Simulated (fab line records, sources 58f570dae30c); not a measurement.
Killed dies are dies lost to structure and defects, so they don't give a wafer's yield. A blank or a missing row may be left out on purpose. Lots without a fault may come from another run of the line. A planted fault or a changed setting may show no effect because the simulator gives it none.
Which tool did it? | flow berkeley_cmos170 | 13 lots, 39 wafers sampled, at 3 steps of a route of 331

WHAT THE GAUGES READ, wafer by wafer
UCB170_M2_CD_MEAS_90: target cd 700 nm. Usual: cd_nm 700.4 nm, standard deviation 3.
lot  | measured     | on        | cd_nm (nm)        | flag
L662 | day 8 07:21  | cd_sem-02 | 695.9 700.1 697.2 |
L663 | day 8 20:39  | cd_sem-01 | 700.2 701.4 697.2 |
L664 | day 8 22:58  | cd_sem-01 | 697.4 699.6 700.5 |
L666 | day 9 10:16  | cd_sem-01 | 700.2 707.8 705.1 |
L668 | day 10 02:20 | cd_sem-01 | 696.9 699.2 696.4 |
L670 | day 10 03:14 | cd_sem-01 | 699.8 682.3 701.1 |
L676 | day 11 08:31 | cd_sem-01 | 698.5 698.2 701.4 |
L677 | day 11 23:23 | cd_sem-01 | 701.6 698.8 696.5 |
L679 | day 12 10:15 | cd_sem-02 | 696.9 699.4 702.0 |
L680 | day 12 11:18 | cd_sem-02 | 699.7 698.7 699.2 |
L683 | day 13 05:04 | cd_sem-02 | 706.8 708.1 700.3 |
L681 | day 13 05:34 | cd_sem-01 | 698.9 697.5 700.6 |
L685 | day 13 20:13 | cd_sem-01 | 703.5 695.8 701.8 |

WHICH TOOL RAN EACH LOT (tool, then ch and the chambers of the sampled wafers, then the start)
lot  | UCB170_M2_METAL_ETCH_18           | UCB170_M2_STRIP_19
L662 | rie_metal-02 ch 0,1, day 8 07:04  | plasma_asher-02 ch 0,1, day 8 07:15
L663 | rie_metal-02 ch 0,1, day 8 20:22  | plasma_asher-02 ch 0, day 8 20:33
L664 | rie_metal-03 ch 0,1, day 8 22:39  | plasma_asher-03 ch 0,1, day 8 22:50
L666 | rie_metal-01 ch 0,1, day 9 09:58  | plasma_asher-01 ch 0,1, day 9 10:10
L668 | rie_metal-03 ch 0,1, day 10 02:04 | plasma_asher-02 ch 0,1, day 10 02:14
L670 | rie_metal-01 ch 0,1, day 10 02:56 | plasma_asher-03 ch 0,1, day 10 03:08
L676 | rie_metal-03 ch 0,1, day 11 08:13 | plasma_asher-02 ch 0,1, day 11 08:24
L677 | rie_metal-03 ch 0,1, day 11 23:07 | plasma_asher-02 ch 0,1, day 11 23:17
L679 | rie_metal-02 ch 0,1, day 12 09:59 | plasma_asher-03 ch 0,1, day 12 10:09
L680 | rie_metal-03 ch 0, day 12 11:01   | plasma_asher-01 ch 1, day 12 11:12
L683 | rie_metal-03 ch 0,1, day 13 04:47 | plasma_asher-02 ch 0,1, day 13 04:58
L681 | rie_metal-02 ch 0,1, day 13 05:16 | plasma_asher-03 ch 0,1, day 13 05:25
L685 | rie_metal-03 ch 0,1, day 13 19:56 | plasma_asher-01 ch 0,1, day 13 20:05
- UCB170_M2_METAL_ETCH_18: etches Al in Cl2/BCl3, stops on SiO2, target depth 1170 nm, time 195 s.
- UCB170_M2_STRIP_19: strips in O2.

WHAT THE TOOLS THEMSELVES READ (means of the sampled wafers that have a number; where no wafer has one, the mark that the record gives instead)
UCB170_M2_METAL_ETCH_18. Usual: bias_w 120.1 W, standard deviation 0.37; drypump_motor_current_A 5.77 A, standard deviation 0.25; he_backside_leak_sccm 3.29 sccm, standard deviation 0.25; oes_product_au 0.858 a.u., standard deviation 0.011; rf_fwd_power_W 597.8 W, standard deviation 1.9; throttle_valve_pct 24.53 %, standard deviation 0.16.
lot  | tool         | bias_w (W) | drypump_motor_current_A (A) | he_backside_leak_sccm (sccm) | oes_product_au (a.u.) | rf_fwd_power_W (W) | throttle_valve_pct (%) | flag
L662 | rie_metal-02 | 120.3      | 5.93                        | 3.18                         | 0.855                 | 599.5              | 24.61                  |
L663 | rie_metal-02 | 119.9      | 5.94                        | 3.32                         | 0.853                 | 597.5              | 24.61                  |
L664 | rie_metal-03 | 120.0      | 5.71                        | 3.30                         | 0.862                 | 598.2              | 24.63                  |
L666 | rie_metal-01 | 119.5      | 5.73                        | 3.47                         | 0.855                 | 596.9              | 24.32                  |
L668 | rie_metal-03 | 120.6      | 5.71                        | 3.24                         | 0.859                 | 596.6              | 24.64                  |
L670 | rie_metal-01 | 120.0      | 5.53                        | 3.31                         | 0.868                 | 679.8              | 24.35                  | OFF
L676 | rie_metal-03 | 120.3      | 5.71                        | 3.16                         | 0.855                 | 597.3              | 24.63                  |
L677 | rie_metal-03 | 120.3      | 5.70                        | 3.15                         | 0.859                 | 596.7              | 24.64                  |
L679 | rie_metal-02 | 120.1      | 6.04                        | 3.21                         | 0.845                 | 597.7              | 24.48                  |
L680 | rie_metal-03 | 120.5      | 5.76                        | 3.04                         | 0.863                 | 599.3              | 24.66                  |
L683 | rie_metal-03 | 119.9      | 5.69                        | 3.16                         | 0.866                 | 596.6              | 24.62                  |
L681 | rie_metal-02 | 120.0      | 6.05                        | 3.34                         | 0.842                 | 597.9              | 24.49                  |
L685 | rie_metal-03 | 120.2      | 5.69                        | 3.02                         | 0.866                 | 596.5              | 24.62                  |

UCB170_M2_STRIP_19. Usual: drypump_motor_current_A 5.87 A, standard deviation 0.26; oes_product_au 0.553 a.u., standard deviation 0.021.
lot  | tool            | drypump_motor_current_A (A) | oes_product_au (a.u.) | flag
L662 | plasma_asher-02 | 5.81                        | 0.543                 |
L663 | plasma_asher-02 | 6.20                        | 0.545                 |
L664 | plasma_asher-03 | 5.81                        | 0.572                 |
L666 | plasma_asher-01 | 5.70                        | 0.561                 |
L668 | plasma_asher-02 | 6.02                        | 0.562                 |
L670 | plasma_asher-03 | 5.81                        | 0.460                 | OFF
L676 | plasma_asher-02 | 5.85                        | 0.578                 |
L677 | plasma_asher-02 | 6.03                        | 0.581                 |
L679 | plasma_asher-03 | 5.87                        | 0.530                 |
L680 | plasma_asher-01 | 6.23                        | 0.571                 |
L683 | plasma_asher-02 | 6.00                        | 0.578                 |
L681 | plasma_asher-03 | 5.85                        | 0.523                 |
L685 | plasma_asher-01 | 5.96                        | 0.565                 |

THE ANSWER, worked out from the rows above alone
Rule: a lot is off if the mean of its wafers that have a number lies more than 3 standard deviations from the usual mean. A lot without any number at a reading at which 4 lots or more have one is off too. The other lots that the step has rows for count as sound. The gauges are gone through in route order, then the tools' own readings, and for those a lot's mean is taken as printed above. The first step at which some lot is off is used, and at that step the reading that is off furthest; a lot without a number counts as furthest.
Off: L670, at UCB170_M2_METAL_ETCH_18 (rf_fwd_power_W).
A tool fits if, at that step or a process step before it, it ran every lot that is off, and no sound lot after the first of them. One fits: rie_metal-01 at UCB170_M2_METAL_ETCH_18. Its last sound lot is L666 (day 9 09:58), its first lot that is off L670 (day 10 02:56): a fault that began between those two fits.
The tool's own readings at UCB170_M2_METAL_ETCH_18 bear it out: on the lots that are off they differ by more than 5 times the standard deviation of the sound lots' means. rf_fwd_power_W reads 679.8 W there against 597.6 W on the sound lots.

WHAT THE SIMULATOR HAD PUT IN
Process parameter drift: rie_metal-01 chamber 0, from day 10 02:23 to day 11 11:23, at UCB170_M2_METAL_ETCH_18. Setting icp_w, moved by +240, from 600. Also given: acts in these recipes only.
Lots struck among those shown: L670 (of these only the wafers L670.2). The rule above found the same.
